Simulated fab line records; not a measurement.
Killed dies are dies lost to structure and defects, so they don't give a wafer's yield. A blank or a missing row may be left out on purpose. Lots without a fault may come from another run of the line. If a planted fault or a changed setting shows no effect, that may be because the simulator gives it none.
2 desks looking at one fault ; flow berkeley_cmos170 ; numbers are kept per desk, each desk with only its own; the story behind them comes last

## FOR THE TOOL OWNER'S DESK: rie_diel-02
The tool's own readings at UCB170_ACTIVE_ETCH_15 (etches Si3N4 in CH3F/Ar/O2, stops on SiO2, target depth 242 nm, time 151 s): means of the sampled wafers that have a number, for each lot that ran on this tool. If a lot's mean is further than 4 standard deviations from the usual mean, the lot is out of limits and carries the mark OUT (the distance appears in the brackets).
Columns: A = drypump_motor_current_A at UCB170_ACTIVE_ETCH_15, usual 5.9 A; B = oes_product_au at UCB170_ACTIVE_ETCH_15, usual 0.940 a.u.; C = throttle_valve_pct at UCB170_ACTIVE_ETCH_15, usual 8.05 %
lot;first seen here;A;B;C
L642;day 4 23:37;5.8;0.940;8.06
L644;day 5 11:24;5.7;0.929;7.95
L646;day 5 15:14;5.7;0.926;7.93
L650;day 6 12:44;6.1;0.925;7.79
L662;day 9 01:35;6.1;0.938;7.98
L665;day 9 13:55;6.1;0.942;7.97
This desk's verdict: no lot among the 6 shows anything out of limits.

## FROM THE METROLOGY DESK
Lot by lot, what the gauges showed, no matter which tool ran the lot: averages of those sampled wafers that carry a number. If a lot's mean is further than 4 standard deviations from the usual mean, the lot is out of limits and carries the mark OUT (the distance appears in the brackets).
Columns: A = PWELL_OVL at UCB170_PWELL_OVL_MEAS_13, usual 0 nm
lot;first seen here;A
L643;day 3 08:27;-4
L642;day 3 08:43;-5
L644;day 3 20:23;3
L646;day 4 00:15;-4
L647;day 4 07:20;0
L650;day 5 01:32;9
L656;day 6 07:56;-1
L658;day 6 12:19;1
L657;day 6 12:40;-2
L660;day 7 08:59;1
L663;day 7 16:14;-2
L662;day 7 16:35;2
L665;day 8 04:01;-4
This desk's verdict: no lot among the 13 shows anything out of limits.

## BROUGHT TOGETHER
The desk of the tool owner found nothing out of limits.
The metrology desk saw nothing out of limits.

## WHAT THE SIMULATOR HAD PUT IN
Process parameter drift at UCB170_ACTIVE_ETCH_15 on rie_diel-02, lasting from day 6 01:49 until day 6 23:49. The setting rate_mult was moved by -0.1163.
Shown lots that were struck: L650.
